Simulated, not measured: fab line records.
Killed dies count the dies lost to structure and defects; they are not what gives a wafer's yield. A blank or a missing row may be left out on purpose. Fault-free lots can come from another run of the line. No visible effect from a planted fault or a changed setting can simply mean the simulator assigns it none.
fab line records	flow ritCmos
[record] lots = 14	wafers = 42	lastDay = 7
route steps=202 shown CONTACT@168
lots untouched by any fault: they come from a run of this same line in which no faults occurred
startH: hours from the record's first day to the start of the lot's first wafer shown	waitH: time in hours since the lot's previous step	" the same as in the row above	L1.1+2: a single row standing in for several wafers	- either no value or no given start	* or withheld: withheld	< > ~ a bound
route shown NAME@n: NAME is a module with steps in the file, n the number in the route of the first one	usual: mean/standard deviation taken from wafers without a fault	same: alike in all rows	chamber/n: place in a boat	sites: each site's reading	_std_site: standard deviation of those values	_edge_site: mean of outer sites minus mean of inner sites	radiusMm: for every site, how far away it sits from the centre of the wafer	mask NAME#n: copy n	behind: tool/chamber where the wafer was last shaped	hold: why the lot went on hold/how many hours it stayed there/how the hold came to an end	device: which transistor (n, p or np) failed to switch	end of line: the same wafers' tests at the end of the route	where a step has no rows: the recipe by itself	killed: not the wafer's yield, but the dies lost to structure and defects at the first sort	map: a wafer's dies, marking killed ones x, the rest . and places with no die _
set.NAME: the setting the step ran with; set.NAME@STEP: the setting that earlier step ran with	model.NAME: the simulator's own value behind a step, which no gauge read
one table for each step of the route and one row for each wafer, over a sample of lots
services: when a tool's chamber went out of use (startH, in hours from the record's first day, below 0 if earlier), for how many hours, and the reason
[[steps]]
[step RIT_CONTACT_CVD_00]
[recipe] material = SiO2	targetThkNm = 400	precursor = TEOS	tempC = 390	timeS = 62.35	rfW = 400
[usual] heaterPowerW = 318/53
lot.wafer	tool	chamber	startH	waitH	heaterPowerW	sinceWetCleanH
L260.2	pecvd-01	0	50.70	0.0	306	606
L260.3	"	1	"	"	274	606
L260.6	"	0	"	"	323	-
L261.3	pecvd-02	1	54.99	0.0	430	1391
L261.4	"	1	"	"	447	-
L261.6	"	0	"	"	294	-
L262.2	pecvd-04	0	60.89	0.0	298	1007
L262.3	"	2	"	"	326	1007
L262.6	"	0	"	"	311	-
L264.3	pecvd-02	0	74.96	0.0	219	1411
L264.4	"	1	"	"	360	-
L264.5	"	2	"	"	299	-
L265.1	pecvd-04	1	76.15	0.1	266	1022
L265.2	"	2	"	"	372	1022
L265.5	"	2	"	"	387	-
L266.3	pecvd-01	2	82.65	0.0	285	638
L266.5	"	0	"	"	411	-
L266.6	"	2	"	"	307	-
L267.1	pecvd-02	0	88.81	0.1	250	1425
L267.2	"	1	"	"	444	1425
L267.5	"	1	"	"	331	-
L268.1	pecvd-04	1	92.00	0.1	326	1038
L268.5	"	1	"	"	332	-
L268.6	"	2	"	"	320	-
L272.1	pecvd-01	0	109.33	0.1	382	665
L272.2	"	2	"	"	309	665
L272.4	"	2	"	"	318	-
L274.2	pecvd-04	2	120.08	0.0	384	1066
L274.3	"	0	"	"	333	1066
L274.5	"	0	"	"	346	-
L277.1	pecvd-04	2	138.88	0.1	308	1085
L277.2	"	0	"	"	269	1085
L277.3	"	1	"	"	306	1085
L279.1	pecvd-02	2	149.35	0.1	333	1486
L279.3	"	1	"	"	354	1486
L279.6	"	2	"	"	325	-
L281.1	pecvd-01	2	161.89	0.1	326	717
L281.2	"	0	"	"	398	717
L281.5	"	2	"	"	332	-
L282.2	pecvd-02	1	163.45	0.0	407	1500
L282.4	"	0	"	"	211	-
L282.5	"	2	"	"	337	-
[step RIT_CONTACT_THK_MEAS_01]
[recipe] reads = SiO2_of_CONTACT_CVD_00
[usual] CONTACT_TEOS_THK = 409/4.5
lot.wafer	tool	chamber	startH	waitH	CONTACT_TEOS_THK[nm]
L260.2	filmMetro-01	-	50.76	0.0	409
L260.3	"	-	"	"	402
L260.6	"	-	"	"	412
L261.3	filmMetro-03	-	55.06	0.0	410
L261.4	"	-	"	"	415
L261.6	"	-	"	"	415
L262.2	filmMetro-01	-	60.95	0.0	404
L262.3	"	-	"	"	411
L262.6	"	-	"	"	411
L264.3	filmMetro-02	-	75.03	0.0	404
L264.4	"	-	"	"	406
L264.5	"	-	"	"	407
L265.1	filmMetro-01	-	76.20	0.0	405
L265.2	"	-	"	"	403
L265.5	"	-	"	"	411
L266.3	filmMetro-01	-	82.72	0.0	407
L266.5	"	-	"	"	411
L266.6	"	-	"	"	408
L267.1	filmMetro-01	-	88.86	0.0	408
L267.2	"	-	"	"	404
L267.5	"	-	"	"	414
L268.1	filmMetro-02	-	92.05	0.0	401
L268.5	"	-	"	"	410
L268.6	"	-	"	"	409
L272.1	filmMetro-02	-	109.38	0.0	407
L272.2	"	-	"	"	410
L272.4	"	-	"	"	415
L274.2	filmMetro-01	-	120.14	0.0	400
L274.3	"	-	"	"	221
L274.5	"	-	"	"	226
L277.1	filmMetro-01	-	138.93	0.0	407
L277.2	"	-	"	"	221
L277.3	"	-	"	"	409
L279.1	filmMetro-03	-	149.40	0.0	412
L279.3	"	-	"	"	415
L279.6	"	-	"	"	421
L281.1	filmMetro-03	-	161.94	0.0	408
L281.2	"	-	"	"	411
L281.5	"	-	"	"	421
L282.2	filmMetro-01	-	163.52	0.0	403
L282.4	"	-	"	"	408
L282.5	"	-	"	"	411
[[services]]
tool	chamber	startH	hours	kind
pecvd-02	2	60.50	3.6	repair
pecvd-02	0	93.11	21.0	repair
pecvd-04	-	135.69	0.4	repair
[[key]]
[firstSign] step = RIT_CONTACT_THK_MEAS_01	reading = CONTACT_TEOS_THK	direction = down	sigmas = 41	usual = 409	struck = 223
effect none on later readings
metAt RIT_CONTACT_CVD_00
struckLots L274,L277
struckWafers L274.3,L274.5,L277.2
testerLeftOut L274,L277
onsetBetween 60.89 120.08
[fault] kind = processParameterDrift	tool = pecvd-04	chamber = 0	onsetH = 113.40	steps = RIT_CONTACT_CVD_00	channel = targetThkNm	offset = -179.17	shape = step	endH = 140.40	stated = 400
// testerLeftOut: of these lots the tester's yield and bins aren't shown, on N5 and GAA mostly nor the transistor test; their killed dies are dies lost to structure and defects alone, not to doping, threshold or leakage, so they don't give the yield
